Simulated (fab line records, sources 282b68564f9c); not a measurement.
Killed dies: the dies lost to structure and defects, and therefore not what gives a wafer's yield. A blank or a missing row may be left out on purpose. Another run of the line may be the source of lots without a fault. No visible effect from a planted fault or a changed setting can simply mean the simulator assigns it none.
8D (eight disciplines) problem report, filled in by code + flow rit-cmos + the parts of the form that need people (team, actions taken, sign-off) are left out

1. WHAT WENT WRONG
Across 6 wafers from 2 lots, PSD_RS at RIT_SDANNEAL_RS_MEAS_04 averages 72.57 ohm/sq, while fault-free wafers read 115.93 ohm/sq with a standard deviation of 0.26. So: -99 or more standard deviations from the usual mean.
The step: measures by four-point-probe.
First observed at day 5 20:48: wafer L619.2, on film-metro-03. The record has a number at this step for 42 wafers belonging to 14 lots. The rule behind "out" and "out of limits": a value lying over 4 standard deviations away from the usual mean. All remaining wafers that have a number are taken as sound.

2. WHAT IT IS AND WHAT IT IS NOT
| question                    | is                           | is not                                                                                 |
|-----------------------------|------------------------------|----------------------------------------------------------------------------------------|
| which readings at this step | PSD_RS                       | -                                                                                      |
| which lots                  | L619, L621                   | L606, L608, L609, L610, L611, L613, L614, L615, L620, L622, L624, L628                 |
| which wafers of those lots  | all that have a number       | -                                                                                      |
| read on which gauges        | film-metro-03, film-metro-04 | film-metro-02                                                                          |
| when                        | from day 5 20:48             | up to then (24 sound wafers); but 12 sound wafers of L620, L622, L624, L628 came after |

3. WHAT RULES OUT EACH SUSPECT
Counting: a tool at a process step up to the reading stays a suspect if it ran every lot that is out and no sound lot after the first of them.
- ruled out: the gauge at RIT_SDANNEAL_RS_MEAS_04. The wafers that are out were read on 2 gauges (film-metro-03, film-metro-04).
- rtp-anneal-02 at RIT_SDANNEAL_RTA_03 (time 5 s): kept. Every lot that is out went through it, starting with L619 (day 5 20:44), and after that it ran no sound lot; the last sound lot it ran before then is L615 (day 5 06:24).
Remaining after the count: rtp-anneal-02 at RIT_SDANNEAL_RTA_03.

4. THE CAUSE (what the simulator had put in)
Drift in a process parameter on rtp-anneal-02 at RIT_SDANNEAL_RTA_03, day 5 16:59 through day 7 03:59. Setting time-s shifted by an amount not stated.
Only this tool survived the counting.

5. THE CHAIN OF EFFECTS, in route order
One row per reading whose mean, taken over the struck wafers that have a number, lies over 3 standard deviations from the usual. Scope: only readings with a usual standard deviation given in the record; hours: median across lots of the time from each lot's start at the first step in this table that gives one to its start at this step; sigmas: change in usual standard deviations.
| hours | step                    | reading | usual         | on struck wafers | change | sigmas      |
|-------|-------------------------|---------|---------------|------------------|--------|-------------|
| 0     | RIT_SDANNEAL_RS_MEAS_04 | PSD_RS  | 115.93 ohm/sq | 72.57            | -43.36 | -99 or more |
| 0     | RIT_SDANNEAL_RS_MEAS_05 | NSD_RS  | 84.58 ohm/sq  | 77.58            | -7.00  | -28         |
| 0     | RIT_SDANNEAL_RS_MEAS_06 | PLDD_RS | 178.8 ohm/sq  | 141.6            | -37.2  | -99 or more |
| 0     | RIT_SDANNEAL_RS_MEAS_07 | NLDD_RS | 151.8 ohm/sq  | 143.3            | -8.5   | -17         |

6. WHAT WOULD HAVE CAUGHT IT SOONER
Counted from the fault's start at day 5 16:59, it took 4 hours until the first out-of-limits reading at a measuring or inspecting step in this record, taken at day 5 20:48.
No tool reading at RIT_SDANNEAL_RTA_03 that has a usual standard deviation in the record was out on any struck wafer, so an alarm limit of 4 standard deviations on those readings would not have fired.
Among the 2 lots that are out, L621 began RIT_SDANNEAL_RTA_03 on rtp-anneal-02 after day 5 20:48. It would have been spared by a hold on the tool at that moment.
